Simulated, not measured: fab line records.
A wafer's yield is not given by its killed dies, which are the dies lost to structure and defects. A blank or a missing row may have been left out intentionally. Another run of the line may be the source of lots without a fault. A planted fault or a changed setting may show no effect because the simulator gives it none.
Check for tools in common | flow berkeleyCmos170 | 42 wafers sampled across 14 lots

## REASON FOR OPENING
UCB170_NWELL_THK_MEAS_02, reading NWELL_OXIDE_THK: flagged on 2 of 14 lots. Fault-free wafers read 26.1 nm, with a standard deviation of 0.53.
Rule: a lot is flagged in two cases, either no wafer of it has a number, or all its wafers with numbers fall more than 4 standard deviations from that mean. As for the other lots, they are considered sound.

lot  | measured    | on           | NWELL_OXIDE_THK (nm), wafer by wafer | flag
L608 | day 2 01:04 | filmMetro-02 | 26.4 26.6 26.2                       | 
L609 | day 2 09:49 | filmMetro-04 | 26.5 26.3 25.9                       | 
L610 | day 2 18:49 | filmMetro-02 | 26.0 25.6 25.7                       | 
L612 | day 2 18:49 | filmMetro-04 | 26.6 26.0 25.9                       | 
L611 | day 2 22:40 | filmMetro-02 | 25.8 26.0 25.8                       | 
L615 | day 3 14:08 | filmMetro-01 | 23.1 23.0 23.3                       | FLAGGED
L614 | day 3 14:09 | filmMetro-02 | 22.9 22.8 22.7                       | FLAGGED
L622 | day 5 02:38 | filmMetro-02 | 25.7 26.0 25.3                       | 
L623 | day 5 09:32 | filmMetro-04 | 25.8 26.1 25.3                       | 
L625 | day 5 16:53 | filmMetro-04 | 26.0 25.7 26.4                       | 
L627 | day 6 02:20 | filmMetro-04 | 25.5 25.7 25.1                       | 
L628 | day 6 13:08 | filmMetro-01 | 26.8 26.5 26.5                       | 
L629 | day 6 13:08 | filmMetro-02 | 27.2 26.9 27.3                       | 
L631 | day 7 07:05 | filmMetro-01 | 26.3 26.8 26.3                       | 
On average the flagged lots' numbers are 23.0 nm, which is -3.1 nm against the usual, or -6 standard deviations.

## TOOL THAT RAN EACH LOT
The record holds 1 process step before the reading, out of a route of 331 steps. Cell contents, in order: the tool; ch with the chambers the sampled wafers went through; the start.
lot  | flag    | UCB170_NWELL_OXIDATION_01
L608 |         | furnace-04 ch 0, day 1 23:43
L609 |         | furnace-01 ch 0, day 2 08:28
L610 |         | furnace-02 ch 0, day 2 17:28
L612 |         | furnace-02 ch 0, day 2 17:28
L611 |         | furnace-02 ch 0, day 2 21:19
L615 | FLAGGED | furnace-02 ch 0, day 3 12:46
L614 | FLAGGED | furnace-02 ch 0, day 3 12:46
L622 |         | furnace-01 ch 0, day 5 01:17
L623 |         | furnace-04 ch 0, day 5 08:11
L625 |         | furnace-01 ch 0, day 5 15:32
L627 |         | furnace-01 ch 0, day 6 00:59
L628 |         | furnace-04 ch 0, day 6 11:47
L629 |         | furnace-04 ch 0, day 6 11:47
L631 |         | furnace-04 ch 0, day 7 05:44
What the steps here do:
- UCB170_NWELL_OXIDATION_01: target thk 26.4 nm, ox time 1260 s.
- UCB170_NWELL_THK_MEAS_02

## FLAGGED OVER TOTAL, TOOL BY TOOL (the gauges that took the reading come last)
step                      | tool         | lots run | flagged | share of the flagged lots | sound lots run after its first flagged lot
UCB170_NWELL_OXIDATION_01 | furnace-01   | 4        | 0       | none                      | -
UCB170_NWELL_OXIDATION_01 | furnace-02   | 5        | 2       | all                       | 0
UCB170_NWELL_OXIDATION_01 | furnace-04   | 5        | 0       | none                      | -
UCB170_NWELL_THK_MEAS_02  | filmMetro-01 | 3        | 1       | some                      | 2 (L628,L631)
UCB170_NWELL_THK_MEAS_02  | filmMetro-02 | 6        | 1       | some                      | 2 (L622,L629)
UCB170_NWELL_THK_MEAS_02  | filmMetro-04 | 5        | 0       | none                      | -

## WHAT THE TABLE PERMITS
1 row of the table ran every flagged lot: furnace-02 at UCB170_NWELL_OXIDATION_01.
- furnace-02 at UCB170_NWELL_OXIDATION_01: 2 of its 5 lots flagged. A fault beginning between L611 (day 2 21:19), its last sound lot, and L614 (day 3 12:46), its first flagged one, fits the data.
Just one tool remains: furnace-02 at UCB170_NWELL_OXIDATION_01.

## WHAT THE SIMULATOR HAD PUT IN
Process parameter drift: furnace-02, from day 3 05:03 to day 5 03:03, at UCB170_NWELL_OXIDATION_01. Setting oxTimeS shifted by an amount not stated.
Struck lots among those shown: L615, L614. The rule given above showed the same thing.
